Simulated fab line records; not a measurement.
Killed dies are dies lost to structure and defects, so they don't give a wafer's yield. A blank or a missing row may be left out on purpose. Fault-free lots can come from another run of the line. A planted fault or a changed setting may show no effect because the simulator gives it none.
fab line records + flow rit_cmos
[record]
- lots = 6
- wafers = 18
- last_day = 8
route steps=202 shown NRETRO@60 PRETRO@64 GATE@75
lots untouched by any fault: they come from a run of this same line in which no faults occurred
start_h: the number of hours between the record's first day and the start of the first shown wafer of the lot + wait_h: hours elapsed since this lot's preceding step + " as in the row above + L1.1+2: one row covering several wafers at once + - either no value or no given start + * or withheld: withheld + < > ~ a bound
route shown NAME@n: names a module that has steps shown in the file, with the first one's number in the route + usual: mean and standard deviation over wafers with no fault + same: alike in all rows + chamber/n: place in a boat + sites: per-site readings + _std_site: the values' standard deviation + _edge_site: outer sites' mean less inner sites' + radius_mm: for every site, how far away it sits from the centre of the wafer + mask NAME#n: copy n + behind: tool/chamber where the wafer was last shaped + hold: reason for holding the lot/hours on hold/outcome of the hold + device: transistor that didn't switch, given as n, p or np + end of line: the tests these same wafers got at the end of their route + for a step that has no rows: nothing shown but its recipe + killed: not the wafer's yield, but the dies lost to structure and defects at the first sort + map: a wafer's dies, x killed, . not, _ none there
set.NAME: the run value of the setting; set.NAME@STEP: its run value at that earlier step + model.NAME: the simulator's own value behind a step, which no gauge read
lots at some steps of the route; a table a step, a row a wafer
services: a tool's chamber out of use, with start hour (start_h, from the record's first day; less than 0 if before it), hours out, and reason
[[steps]]
[step RIT_NRETRO_HARDBAKE_07]
[recipe]
- resist = NOVOLAK
- temp_c = 140
- time_s = 120
[step RIT_NRETRO_IMPLANT_08]
[recipe]
- species = P
- energy_kev = 70
- dose_cm2 = 1e+13
- tilt_deg = 7
[step RIT_NRETRO_STRIP_09]
[recipe]
- chemistry = O2
- time_s = 180
- resist = NOVOLAK
- platen_temp_c = withheld
- power_w = 500
- pressure_mtorr = 4000
- o2_flow_sccm = 4000
[usual]
- drypump_motor_current_A = 5.7/0.52
[same]
- time_s = 180
| lot.wafer | tool            | chamber | start_h | wait_h | drypump_motor_current_A | rf_hours_counter_h |
|-----------|-----------------|---------|---------|--------|-------------------------|--------------------|
| L268.4    | plasma_asher-04 | 0       | 74.69   | 0.1    | 5.1                     | -                  |
| L268.5    | "               | 0       | "       | "      | 5.1                     | -                  |
| L268.6    | "               | 1       | "       | "      | 6.1                     | -                  |
| L274.1    | plasma_asher-03 | 0       | 97.07   | 0.1    | 6.2                     | 30                 |
| L274.4    | "               | 0       | "       | "      | 6.2                     | -                  |
| L274.6    | "               | 0       | "       | "      | 6.2                     | -                  |
| L279.1    | plasma_asher-04 | 0       | 125.54  | 0.1    | 5.1                     | 51                 |
| L279.3    | "               | 0       | "       | "      | 5.1                     | -                  |
| L279.4    | "               | 1       | "       | "      | 6.1                     | -                  |
| L280.1    | plasma_asher-01 | 0       | 129.87  | 0.1    | 5.1                     | 47                 |
| L280.3    | "               | 1       | "       | "      | 6.4                     | -                  |
| L280.4    | "               | 0       | "       | "      | 5.1                     | -                  |
| L282.1    | plasma_asher-01 | 1       | 145.55  | 0.1    | 6.4                     | 48                 |
| L282.2    | "               | 0       | "       | "      | 5.1                     | 48                 |
| L282.3    | "               | 1       | "       | "      | 6.4                     | -                  |
| L284.1    | plasma_asher-04 | 0       | 159.60  | 0.1    | 5.1                     | 55                 |
| L284.4    | "               | 0       | "       | "      | 5.1                     | -                  |
| L284.6    | "               | 0       | "       | "      | 5.1                     | -                  |
[step RIT_NRETRO_TW_MEAS_10]
[usual]
- NRETRO_TW = 1052/9.1
| lot.wafer | tool          | chamber | start_h | wait_h | NRETRO_TW |
|-----------|---------------|---------|---------|--------|-----------|
| L268.4    | film_metro-02 | -       | 74.83   | 0.1    | 1051      |
| L268.5    | "             | -       | "       | "      | 1051      |
| L268.6    | "             | -       | "       | "      | 1052      |
| L274.1    | film_metro-01 | -       | 97.24   | 0.1    | 1050      |
| L274.4    | "             | -       | "       | "      | 1046      |
| L274.6    | "             | -       | "       | "      | 1037      |
| L279.1    | film_metro-03 | -       | 125.72  | 0.1    | 1054      |
| L279.3    | "             | -       | "       | "      | 1055      |
| L279.4    | "             | -       | "       | "      | 1054      |
| L280.1    | film_metro-01 | -       | 130.04  | 0.1    | 1049      |
| L280.3    | "             | -       | "       | "      | 1049      |
| L280.4    | "             | -       | "       | "      | 1044      |
| L282.1    | film_metro-03 | -       | 145.72  | 0.1    | 1061      |
| L282.2    | "             | -       | "       | "      | 1057      |
| L282.3    | "             | -       | "       | "      | 1062      |
| L284.1    | film_metro-02 | -       | 159.77  | 0.1    | 1057      |
| L284.4    | "             | -       | "       | "      | 1050      |
| L284.6    | "             | -       | "       | "      | 1055      |
[step RIT_PRETRO_HMDS_00]
[recipe]
- prime_time_s = 60
- prime_temp_c = 140
[step RIT_PRETRO_COAT_01]
[recipe]
- resist = NOVOLAK
- spin_rpm = 2000
- resist_thk_nm = 1300
[step RIT_PRETRO_SOFTBAKE_02]
[recipe]
- resist = NOVOLAK
- temp_c = 90
- time_s = 60
[step RIT_PRETRO_EXPOSE_03]
[recipe]
- mask_id = M5
- na = 0.57
- target_cd_nm = 43700
- dose_mj = 250
[step RIT_PRETRO_PEB_04]
[recipe]
- resist = NOVOLAK
- temp_c = withheld
- time_s = withheld
[step RIT_PRETRO_DEVELOP_05]
[recipe]
- resist = NOVOLAK
- develop_time_s = 68
- dev_temp_c = 23
[step RIT_PRETRO_OVL_MEAS_06]
[usual]
- PRETRO_OVL = -0.3/1.3
| lot.wafer | tool       | chamber | start_h | wait_h | PRETRO_OVL[nm] |
|-----------|------------|---------|---------|--------|----------------|
| L268.4    | overlay-01 | -       | 75.76   | -      | 1.1            |
| L268.5    | "          | -       | "       | "      | 0.3            |
| L268.6    | "          | -       | "       | "      | 1.1            |
| L274.1    | overlay-02 | -       | 98.31   | -      | -0.8           |
| L274.4    | "          | -       | "       | "      | 1.6            |
| L274.6    | "          | -       | "       | "      | -0.6           |
| L279.1    | overlay-01 | -       | 126.78  | -      | 0.0            |
| L279.3    | "          | -       | "       | "      | 0.5            |
| L279.4    | "          | -       | "       | "      | 2.8            |
| L280.1    | overlay-02 | -       | 130.98  | -      | 0.0            |
| L280.3    | "          | -       | "       | "      | -0.3           |
| L280.4    | "          | -       | "       | "      | -1.0           |
| L282.1    | overlay-01 | -       | 146.99  | -      | 0.9            |
| L282.2    | "          | -       | "       | "      | -3.3           |
| L282.3    | "          | -       | "       | "      | -0.3           |
| L284.1    | overlay-01 | -       | 160.85  | -      | -0.5           |
| L284.4    | "          | -       | "       | "      | -2.1           |
| L284.6    | "          | -       | "       | "      | -1.4           |
[step RIT_PRETRO_HARDBAKE_07]
[recipe]
- resist = NOVOLAK
- temp_c = 140
- time_s = 120
[step RIT_PRETRO_IMPLANT_08]
[recipe]
- species = B
- energy_kev = 45
- dose_cm2 = 1.216e+13
- tilt_deg = 7
[usual]
- beam_energy_keV = 45.003/0.014
- dose_ions_cm2 = 1.2161e+13/1.4e+10
| lot.wafer | tool         | chamber | start_h | wait_h | beam_energy_keV | dose_ions_cm2 | model.implant.rp_nm | model.implant.drp_nm |
|-----------|--------------|---------|---------|--------|-----------------|---------------|---------------------|----------------------|
| L268.4    | implanter-02 | 0       | 76.10   | 0.2    | 44.991          | 1.2139e+13    | 145.7               | 55.07                |
| L268.5    | "            | 0       | "       | "      | 44.993          | 1.215e+13     | 145.7               | 55.07                |
| L268.6    | "            | 0       | "       | "      | 44.983          | 1.2164e+13    | 145.7               | 55.07                |
| L274.1    | implanter-01 | 0       | 98.59   | 0.2    | 44.982          | 1.2173e+13    | 148.9               | 55.07                |
| L274.4    | "            | 0       | "       | "      | 44.998          | 1.2178e+13    | 148.9               | 55.07                |
| L274.6    | "            | 0       | "       | "      | 44.983          | 1.2171e+13    | 148.9               | 55.07                |
| L279.1    | implanter-02 | 0       | 127.07  | 0.2    | 29.262          | 1.214e+13     | 94.6                | 42.09                |
| L279.3    | "            | 0       | "       | "      | 29.237          | 1.2143e+13    | 94.6                | 42.09                |
| L279.4    | "            | 0       | "       | "      | 29.240          | 1.2169e+13    | 94.6                | 42.09                |
| L280.1    | implanter-02 | 0       | 131.27  | 0.2    | 29.265          | 1.2192e+13    | 92.51               | 42.09                |
| L280.3    | "            | 0       | "       | "      | 29.241          | 1.2173e+13    | 92.51               | 42.09                |
| L280.4    | "            | 0       | "       | "      | 29.272          | 1.2189e+13    | 92.51               | 42.09                |
| L282.1    | implanter-01 | 0       | 147.28  | 0.2    | 44.991          | 1.2131e+13    | 145.7               | 55.07                |
| L282.2    | "            | 0       | "       | "      | 45.019          | 1.2143e+13    | 145.7               | 55.07                |
| L282.3    | "            | 0       | "       | "      | 45.016          | 1.2142e+13    | 145.7               | 55.07                |
| L284.1    | implanter-03 | 0       | 161.13  | 0.2    | 44.984          | 1.2168e+13    | 144                 | 55.07                |
| L284.4    | "            | 0       | "       | "      | 45.003          | 1.2148e+13    | 144                 | 55.07                |
| L284.6    | "            | 0       | "       | "      | 45.022          | 1.2153e+13    | 144                 | 55.07                |
[step RIT_PRETRO_STRIP_09]
[recipe]
- chemistry = O2
- time_s = 180
- resist = NOVOLAK
- platen_temp_c = withheld
- power_w = 500
- pressure_mtorr = 4000
- o2_flow_sccm = 4000
[usual]
- drypump_motor_current_A = 5.7/0.58
[same]
- time_s = 180
| lot.wafer | tool            | chamber | start_h | wait_h | drypump_motor_current_A | rf_hours_counter_h |
|-----------|-----------------|---------|---------|--------|-------------------------|--------------------|
| L268.4    | plasma_asher-02 | 0       | 76.24   | 0.1    | 6.0                     | -                  |
| L268.5    | "               | 0       | "       | "      | 6.1                     | -                  |
| L268.6    | "               | 1       | "       | "      | 6.1                     | -                  |
| L274.1    | plasma_asher-04 | 0       | 98.74   | 0.1    | 5.1                     | 47                 |
| L274.4    | "               | 1       | "       | "      | 6.1                     | -                  |
| L274.6    | "               | 1       | "       | "      | 6.2                     | -                  |
| L279.1    | plasma_asher-01 | 0       | 127.22  | 0.1    | 5.1                     | 47                 |
| L279.3    | "               | 0       | "       | "      | 5.1                     | -                  |
| L279.4    | "               | 1       | "       | "      | 6.4                     | -                  |
| L280.1    | plasma_asher-01 | 1       | 131.42  | 0.1    | 6.4                     | 47                 |
| L280.3    | "               | 0       | "       | "      | 5.0                     | -                  |
| L280.4    | "               | 1       | "       | "      | 6.4                     | -                  |
| L282.1    | plasma_asher-04 | 1       | 147.43  | 0.1    | 6.2                     | 53                 |
| L282.2    | "               | 0       | "       | "      | 5.1                     | 53                 |
| L282.3    | "               | 1       | "       | "      | 6.1                     | -                  |
| L284.1    | plasma_asher-01 | 0       | 161.28  | 0.1    | 5.0                     | 50                 |
| L284.4    | "               | 0       | "       | "      | 5.1                     | -                  |
| L284.6    | "               | 0       | "       | "      | 5.1                     | -                  |
[step RIT_PRETRO_TW_MEAS_10]
[usual]
- PRETRO_TW = 482.6/2.9
| lot.wafer | tool          | chamber | start_h | wait_h | PRETRO_TW |
|-----------|---------------|---------|---------|--------|-----------|
| L268.4    | film_metro-04 | -       | 76.38   | 0.1    | 484.6     |
| L268.5    | "             | -       | "       | "      | 486.1     |
| L268.6    | "             | -       | "       | "      | 484.2     |
| L274.1    | film_metro-04 | -       | 98.92   | 0.1    | 482.1     |
| L274.4    | "             | -       | "       | "      | 482.5     |
| L274.6    | "             | -       | "       | "      | 479.6     |
| L279.1    | film_metro-04 | -       | 127.39  | 0.1    | 450.4     |
| L279.3    | "             | -       | "       | "      | 448.4     |
| L279.4    | "             | -       | "       | "      | 447.8     |
| L280.1    | film_metro-03 | -       | 131.59  | 0.1    | 444.6     |
| L280.3    | "             | -       | "       | "      | 443.8     |
| L280.4    | "             | -       | "       | "      | 447.9     |
| L282.1    | film_metro-04 | -       | 147.60  | 0.1    | 481.2     |
| L282.2    | "             | -       | "       | "      | 480.6     |
| L282.3    | "             | -       | "       | "      | 483.5     |
| L284.1    | film_metro-04 | -       | 161.46  | 0.1    | 480.2     |
| L284.4    | "             | -       | "       | "      | 482.0     |
| L284.6    | "             | -       | "       | "      | 482.3     |
[step RIT_GATE_WET_ETCH_00]
[recipe]
- chemistry = BOE
- target = SiO2
- target_depth_nm = 56
- time_s = 60
- dry = n2_spin
- dilution = 10:1
- temp_c = 21.5
[[services]]
| tool            | chamber | start_h | hours | kind       |
|-----------------|---------|---------|-------|------------|
| plasma_asher-02 | -       | 68.80   | 1.6   | repair     |
| plasma_asher-01 | -       | 100.24  | 14.6  | pm         |
| plasma_asher-03 | -       | 103.58  | 2.8   | pm         |
| plasma_asher-02 | -       | 108.75  | 9.0   | pm         |
| plasma_asher-02 | 0       | 108.75  | 9.0   | vent_cycle |
| plasma_asher-02 | 1       | 108.75  | 9.0   | vent_cycle |
| plasma_asher-02 | 0       | 117.75  | -     | clean      |
| plasma_asher-02 | 1       | 117.75  | -     | clean      |
| implanter-03    | -       | 122.56  | 1.8   | repair     |
| implanter-02    | -       | 143.38  | 1.5   | repair     |
[[key]]
[first_sign]
- step = RIT_PRETRO_IMPLANT_08
- reading = beam_energy_keV
- direction = down
- sigmas = 99+
- usual = 45.003
- struck = 29.253
[effect]
- step = RIT_PRETRO_TW_MEAS_10
- reading = PRETRO_TW
- direction = down
- sigmas = 12
- usual = 482.6
- struck = 447.2
[model_effect]
- step = RIT_PRETRO_IMPLANT_08
- value = implant.rp_nm
- without = 141.5
- struck = 93.55
met_at RIT_PRETRO_IMPLANT_08
struck_wafers L279.1,L279.3,L279.4,L280.1,L280.3,L280.4
tester_left_out L279,L280
onset_between 76.10 127.07
[fault]
- kind = process_parameter_drift
- tool = implanter-02
- chamber = -
- onset_h = 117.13
- steps = RIT_PRETRO_IMPLANT_08
- channel = energy_kev
- offset = -15.75
- shape = step
- end_h = 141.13
- acts_in = these_recipes_only
- stated = 45
// tester_left_out: of these lots the tester's yield and bins aren't shown, on N5 and GAA mostly nor the transistor test; their killed dies are dies lost to structure and defects alone, not to doping, threshold or leakage, so they don't give the yield
